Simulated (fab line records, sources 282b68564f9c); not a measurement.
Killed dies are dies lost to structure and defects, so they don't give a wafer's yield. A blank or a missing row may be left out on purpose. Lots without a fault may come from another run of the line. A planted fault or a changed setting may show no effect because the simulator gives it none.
Which tool did it? | flow rit_cmos | 13 lots, 39 wafers sampled, at 3 steps of a route of 202

WHAT THE GAUGES READ, wafer by wafer
RIT_NLDD_TW_MEAS_10. Usual: NLDD_TW 2497, standard deviation 29.
lot  | measured    | on            | NLDD_TW        | flag
L194 | day 3 03:13 | film_metro-01 | 2525 2539 2520 |
L195 | day 3 06:07 | film_metro-02 | 2508 2497 2510 |
L196 | day 3 05:54 | film_metro-03 | 2466 2474 2466 |
L197 | day 3 15:37 | film_metro-03 | 2478 2472 2476 |
L198 | day 3 21:05 | film_metro-01 | 2546 2544 2542 |
L199 | day 4 01:09 | film_metro-03 | 2438 2461 2454 |
L200 | day 4 05:25 | film_metro-03 | 2465 2458 2453 |
L201 | day 4 09:50 | film_metro-02 | 2515 2512 2506 |
L202 | day 4 15:17 | film_metro-03 | 2448 2463 2461 |
L212 | day 6 14:55 | film_metro-03 | 2470 2481 2482 |
L215 | day 7 07:05 | film_metro-02 | 2505 2509 2500 |
L216 | day 7 12:44 | film_metro-02 | 2509 2520 2511 |
L217 | day 7 18:23 | film_metro-02 | 2517 2506 2503 |

RIT_NSD_OVL_MEAS_06. Usual: NSD_OVL -0.6 nm, standard deviation 1.4.
lot  | measured    | on         | NSD_OVL (nm)   | flag
L194 | day 3 09:27 | overlay-02 | 0.1 -0.8 0.0   |
L195 | day 3 11:36 | overlay-01 | 1.4 0.0 0.5    |
L196 | day 3 11:22 | overlay-02 | -1.1 2.4 -0.8  |
L197 | day 3 20:47 | overlay-01 | -4.5 -1.6 -0.4 |
L198 | day 4 02:16 | overlay-02 | -1.2 0.0 -2.9  |
L199 | day 4 06:41 | overlay-01 | -1.0 -1.4 -0.7 |
L200 | day 4 10:33 | overlay-01 | -1.8 -3.7 -3.2 |
L201 | day 4 15:55 | overlay-01 | -0.3 -1.4 -1.3 |
L202 | day 4 21:35 | overlay-02 | -0.4 -0.4 1.0  |
L212 | day 6 20:49 | overlay-01 | -0.7 0.3 2.3   |
L215 | day 7 13:04 | overlay-01 | -2.0 -1.2 -0.5 |
L216 | day 7 19:09 | overlay-01 | -2.5 -3.9 -1.9 |
L217 | day 8 01:49 | overlay-02 | 0.7 0.7 -0.1   |

WHICH TOOL RAN EACH LOT (tool, then ch and the chambers of the sampled wafers, then the start)
lot  | RIT_GATE_CLEAN_04
L194 | wet_bench-02 ch 1, day 2 11:08
L195 | wet_bench-03 ch 0, day 2 18:30
L196 | wet_bench-03 ch 1, day 2 19:46
L197 | wet_bench-04 ch 2, day 3 05:11
L198 | wet_bench-04 ch 0, day 3 09:50
L199 | wet_bench-04 ch 0, day 3 15:34
L200 | wet_bench-03 ch 3, day 3 15:46
L201 | wet_bench-03 ch 0, day 3 21:26
L202 | wet_bench-04 ch 1, day 4 03:04
L212 | wet_bench-04 ch 2, day 6 02:29
L215 | wet_bench-02 ch 0, day 6 19:05
L216 | wet_bench-03 ch 2, day 7 01:08
L217 | wet_bench-02 ch 1, day 7 05:31
- RIT_GATE_CLEAN_04: cleans in dHF, time 60 s.

WHAT THE TOOLS THEMSELVES READ (means of the sampled wafers that have a number; where no wafer has one, the mark that the record gives instead)
The record holds no such reading with a usual standard deviation.

THE ANSWER, worked out from the rows above alone
Rule: a lot is off if the mean of its wafers that have a number lies more than 3 standard deviations from the usual mean. A lot without any number at a reading at which 4 lots or more have one is off too. The other lots that the step has rows for count as sound. The gauges are gone through in route order, then the tools' own readings, and for those a lot's mean is taken as printed above. The first step at which some lot is off is used, and at that step the reading that is off furthest; a lot without a number counts as furthest.
No lot is off at any reading shown: from this, nothing can be told.

WHAT THE SIMULATOR HAD PUT IN
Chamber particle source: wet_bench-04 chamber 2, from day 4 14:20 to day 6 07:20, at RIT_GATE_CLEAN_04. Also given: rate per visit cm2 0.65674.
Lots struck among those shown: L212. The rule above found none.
